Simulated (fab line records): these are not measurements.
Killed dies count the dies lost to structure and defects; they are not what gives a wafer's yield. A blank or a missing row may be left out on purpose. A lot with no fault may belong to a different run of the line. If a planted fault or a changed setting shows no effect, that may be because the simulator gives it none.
Comparing a struck lot with a sound one / flow berkeley cmos170 / 26 steps out of a route of 331
Sound: these wafers, L283.2, L283.3, L283.6. Wafers L275.1, L275.4, L275.5 were the ones struck. The cause is given at the end.
Each step with rows lists, per side, the tool, then ch with its chambers, then its first start. Under that, the readings that differ: sound wafers / struck wafers / difference of the means / sigmas: that difference in standard deviations of wafers without a fault.
alike: same words and numbers on both sides, and readings whose means sit less than 2 such deviations apart. not compared: any withheld reading, any reading some wafer has no value for, any bound like >300 that may hide the same value, and any number with overlapping values for which the record gives no deviation.
Wherever a step has rows on one side only, a row that says differs or no value, or a row with sigmas, the two part there. Numbers that don't overlap but have no deviation are shown without sigmas and don't part them. Lack of a reading on every wafer of one side parts them only where that side has two or more wafers.

first, 4 steps without rows for these wafers: UCB170_M2_SOFTBAKE_11 (time 57.13 s); UCB170_M2_EXPOSE_12 (exposes mask METAL2, target cd 700 nm); UCB170_M2_PEB_13; UCB170_M2_DEVELOP_14 (develop time 45 s).
UCB170_M2_CD_MEAS_15: target cd 700 nm.
  struck on cd sem-01, day 11 02:28; sound on cd sem-01, day 13 02:11
  alike: cd nm
UCB170_M2_OVL_MEAS_16:
  struck on overlay-01, day 11 02:35; sound on overlay-02, day 13 02:17
  alike: M2_OVL
UCB170_M2_ETCH_17: etches BARC in N2/H2.
  sound on rie diel-02 ch 0,2, day 13 02:19; struck on rie diel-03 ch 0,2, day 11 02:37
  alike: drypump motor current A, oes product au, throttle valve pct
UCB170_M2_METAL_ETCH_18: etches Al in Cl2/BCl3, stops on SiO2, target depth 1170 nm, time 195 s.
  sound on rie metal-02 ch 0, day 13 02:23; struck on rie metal-04 ch 0,1, day 11 02:40
reading=throttle valve pct (%); sound=24.61 24.61 24.63; struck=23.98 23.94 24.01; difference=-0.64; sigmas=-3
  alike: drypump motor current A, oes product au
  not compared: rf hours counter h
UCB170_M2_STRIP_19: strips in O2.
  sound on plasma asher-04 ch 0,1, day 13 02:34; struck on plasma asher-04 ch 0,1, day 11 02:51
  alike: drypump motor current A, oes product au
  not compared: rf hours counter h
UCB170_M2_CD_MEAS_90: target cd 700 nm.
  struck on cd sem-01, day 11 02:57; sound on cd sem-02, day 13 02:41
  alike: cd nm
UCB170_V2_CVD_00: deposits SiO2 from TEOS/O2, target thk 2000 nm, time 250 s.
  sound on pecvd-02 ch 0,1,2, day 13 02:47; struck on pecvd-01 ch 0,2, day 11 03:04
  alike: heater power w
UCB170_V2_THK_MEAS_01:
  struck on film metro-02, day 11 03:14; sound on film metro-03, day 13 02:57
  alike: V2_TEOS_THK
UCB170_V2_CMP_02: polishes SiO2.
  sound on cmp-01 ch 0,1,2, day 13 03:06; struck on cmp-02 ch 0,1,2, day 11 03:21
  no value came back on the struck wafers for any of 5 readings (edge zone pressure frac, head pressure psi (psi) and others); on the sound wafers edge zone pressure frac reads 1.000 0.996 0.999
reading=model.SiO2_of_V2_CVD_00.thk nm (nm); sound=1000 1000 1001; struck=1990 2011 2016; difference=+1005; sigmas=
UCB170_V2_BOW_MEAS_03:
  struck on film metro-03, day 11 03:39; sound on film metro-01, day 13 03:19
reading=V2_BOW (um); sound=32 20 36; struck=58 56 68; difference=+31; sigmas=+4
UCB170_V2_THK_MEAS_04:
  struck on film metro-03, day 11 03:46; sound on film metro-01, day 13 03:26
reading=V2_POLISHED_THK (nm); sound=1000.4 1000.1 1000.9; struck=1990.6 2009.6 2016.9; difference=+1005.2; sigmas=+99 or more
then, 7 steps without rows for these wafers: UCB170_V2_CLEAN_05 (cleans in DIW); UCB170_V2_HMDS_06 (prime time 60 s); UCB170_V2_COAT_07 (resist thk 900 nm); UCB170_V2_SOFTBAKE_08 (time 60 s); UCB170_V2_EXPOSE_09 (exposes mask VIA2, target cd 700 nm); UCB170_V2_PEB_10; UCB170_V2_DEVELOP_11 (develop time 45 s).
UCB170_V2_CD_MEAS_12: target cd 700 nm.
  struck on cd sem-01, day 11 05:04; sound on cd sem-01, day 13 04:33
  alike: cd nm
UCB170_V2_OVL_MEAS_13:
  struck on overlay-01, day 11 05:11; sound on overlay-01, day 13 04:40
  alike: V2_OVL
UCB170_V2_ETCH_14: etches SiO2 in CHF3/CF4/Ar, stops on Al, target depth 1250 nm, time 291 s.
  sound on rie diel-01 ch 1,2,3, day 13 04:41; struck on rie diel-03 ch 0,2, day 11 05:13
reading=oes product au (a.u.); sound=0.883 0.873 0.869; struck=1.658 1.673 1.550; difference=+0.752; sigmas=+50
reading=model.etch.depth nm (nm); sound=1000 1000 1001; struck=1299 1308 1209; difference=+272; sigmas=
reading=model.V2.feature depth nm (nm); sound=1000 1001 1002; struck=1299 1308 1209; difference=+271; sigmas=
  alike: drypump motor current A, throttle valve pct
  not compared: rf hours counter h
UCB170_V2_STRIP_15: strips in O2.
  sound on plasma asher-03 ch 0,1, day 13 04:52; struck on plasma asher-01 ch 0, day 11 05:24
  alike: drypump motor current A, oes product au, strip time to endpoint s
  not compared: rf hours counter h

## WHERE THEY PART
Earliest at UCB170_M2_METAL_ETCH_18; latest, in this record, at UCB170_V2_ETCH_14. Later steps at which nothing parts them and some readings are alike: UCB170_V2_STRIP_15.

WHY: whatever the simulator had introduced
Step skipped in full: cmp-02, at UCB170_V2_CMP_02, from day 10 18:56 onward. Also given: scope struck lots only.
